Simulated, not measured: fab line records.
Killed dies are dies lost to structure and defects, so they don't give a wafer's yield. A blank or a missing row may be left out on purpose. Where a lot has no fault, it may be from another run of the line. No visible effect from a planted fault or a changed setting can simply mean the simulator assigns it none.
Split-lot study :: flow berkeley-cmos170 :: route with 331 steps; 5 lots, 23 wafers read

ABOUT THE SPLIT
At UCB170_PWELL_IMPLANT_15, the setting energy-kev was moved away from the recipe's 60 on 7 of the 23 wafers read, by -5.0% to +5.4%. The other wafers ran this setting at the recipe's value.

Reading taken at the split's own step.

THE READING
In nm, at UCB170_PWELL_IMPLANT_15: implant.drp-nm, which is the simulator's own figure and was read by no gauge. The file does not state a usual value for it.

wafer: L075.1
tool, chamber at the split: implanter-03, 0
energy-kev as run: 63.25
against the recipe: +5.4%
implant.drp-nm, nm: 66.51
against lot-mates on the recipe: +1.81

wafer: L075.3
tool, chamber at the split: implanter-03, 0
energy-kev as run: 63.25
against the recipe: +5.4%
implant.drp-nm, nm: 66.51
against lot-mates on the recipe: +1.81

wafer: L075.2
tool, chamber at the split: implanter-03, 0
energy-kev as run: 60
against the recipe: recipe
implant.drp-nm, nm: 64.7
against lot-mates on the recipe: -

wafer: L075.4
tool, chamber at the split: implanter-03, 0
energy-kev as run: 60
against the recipe: recipe
implant.drp-nm, nm: 64.7
against lot-mates on the recipe: -

wafer: L075.5
tool, chamber at the split: implanter-03, 0
energy-kev as run: 60
against the recipe: recipe
implant.drp-nm, nm: 64.7
against lot-mates on the recipe: -

wafer: L076.1
tool, chamber at the split: implanter-02, 0
energy-kev as run: 60
against the recipe: recipe
implant.drp-nm, nm: 64.7
against lot-mates on the recipe: -

wafer: L076.2
tool, chamber at the split: implanter-02, 0
energy-kev as run: 60
against the recipe: recipe
implant.drp-nm, nm: 64.7
against lot-mates on the recipe: -

wafer: L076.6
tool, chamber at the split: implanter-02, 0
energy-kev as run: 60
against the recipe: recipe
implant.drp-nm, nm: 64.7
against lot-mates on the recipe: -

wafer: L077.1
tool, chamber at the split: implanter-03, 0
energy-kev as run: 60
against the recipe: recipe
implant.drp-nm, nm: 64.7
against lot-mates on the recipe: -

wafer: L077.2
tool, chamber at the split: implanter-03, 0
energy-kev as run: 60
against the recipe: recipe
implant.drp-nm, nm: 64.7
against lot-mates on the recipe: -

wafer: L077.3
tool, chamber at the split: implanter-03, 0
energy-kev as run: 60
against the recipe: recipe
implant.drp-nm, nm: 64.7
against lot-mates on the recipe: -

wafer: L077.4
tool, chamber at the split: implanter-03, 0
energy-kev as run: 60
against the recipe: recipe
implant.drp-nm, nm: 64.7
against lot-mates on the recipe: -

wafer: L077.5
tool, chamber at the split: implanter-03, 0
energy-kev as run: 60
against the recipe: recipe
implant.drp-nm, nm: 64.7
against lot-mates on the recipe: -

wafer: L080.1
tool, chamber at the split: implanter-03, 0
energy-kev as run: 61
against the recipe: +1.7%
implant.drp-nm, nm: 65.27
against lot-mates on the recipe: +0.57

wafer: L080.2
tool, chamber at the split: implanter-03, 0
energy-kev as run: 61
against the recipe: +1.7%
implant.drp-nm, nm: 65.27
against lot-mates on the recipe: +0.57

wafer: L080.3
tool, chamber at the split: implanter-03, 0
energy-kev as run: 61
against the recipe: +1.7%
implant.drp-nm, nm: 65.27
against lot-mates on the recipe: +0.57

wafer: L080.5
tool, chamber at the split: implanter-03, 0
energy-kev as run: 60
against the recipe: recipe
implant.drp-nm, nm: 64.7
against lot-mates on the recipe: -

wafer: L080.6
tool, chamber at the split: implanter-03, 0
energy-kev as run: 60
against the recipe: recipe
implant.drp-nm, nm: 64.7
against lot-mates on the recipe: -

wafer: L082.1
tool, chamber at the split: implanter-04, 0
energy-kev as run: 60
against the recipe: recipe
implant.drp-nm, nm: 64.7
against lot-mates on the recipe: -

wafer: L082.4
tool, chamber at the split: implanter-04, 0
energy-kev as run: 60
against the recipe: recipe
implant.drp-nm, nm: 64.7
against lot-mates on the recipe: -

wafer: L082.6
tool, chamber at the split: implanter-04, 0
energy-kev as run: 60
against the recipe: recipe
implant.drp-nm, nm: 64.7
against lot-mates on the recipe: -

wafer: L082.3
tool, chamber at the split: implanter-04, 0
energy-kev as run: 57
against the recipe: -5.0%
implant.drp-nm, nm: 62.95
against lot-mates on the recipe: -1.75

wafer: L082.5
tool, chamber at the split: implanter-04, 0
energy-kev as run: 57
against the recipe: -5.0%
implant.drp-nm, nm: 62.95
against lot-mates on the recipe: -1.75

THE FIT
A straight line over all 23 wafers: implant.drp-nm changes by +0.342 nm for each +1% of energy-kev; r = +1.00; the points scatter about the line by 0.016 nm.
The same after taking each lot's own level away (the mean of its wafers on the recipe; 23 wafers): +0.342 nm for each +1%; r = +1.00; scatter 0.016 nm.
On that fit, the largest move of energy-kev shifts the reading by 1.9 nm.
The lots' own levels span 64.700 to 64.700 nm.
Hence the lot-to-lot level has little effect on the slope; both slopes agree.
Check: with one of the wafers moved furthest among these (+5.4%) left out of the fit, the line predicts +1.86 nm for it against its lot-mates. It came out at +1.81 nm against them.

THE OTHER SPLITS THESE WAFERS WENT THROUGH
Note: prior to the reading, these wafers also went through further splits. Each is held against what the fit with the lots' levels taken away leaves over:
other split on the same wafers: UCB170_START_OXIDATION_02 ox-time-s
wafers away from the commonest value: 15
r with implant.drp-nm (lot level and that fit taken away): -0.45

other split on the same wafers: UCB170_NWELL_OXIDATION_01 temp-c
wafers away from the commonest value: 15
r with implant.drp-nm (lot level and that fit taken away): -0.51

other split on the same wafers: UCB170_NWELL_IMPLANT_14 energy-kev
wafers away from the commonest value: 10
r with implant.drp-nm (lot level and that fit taken away): +0.25

THE WHOLE CHAIN: every reading that the file lists as answering this split, in the file's order
step: UCB170_PWELL_IMPLANT_15
what it does: 
reading: implant.rp-nm (the simulator's own value, which no gauge read)
change (the file's fit): +2.12 nm for each +1% of the setting
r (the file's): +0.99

step: UCB170_PWELL_IMPLANT_15
what it does: 
reading: implant.drp-nm (the simulator's own value, which no gauge read)
change (the file's fit): +0.342 nm for each +1% of the setting
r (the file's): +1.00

FILE'S OWN FIT
implant.drp-nm changes by +0.342 nm for each +1% of energy-kev, r = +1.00.
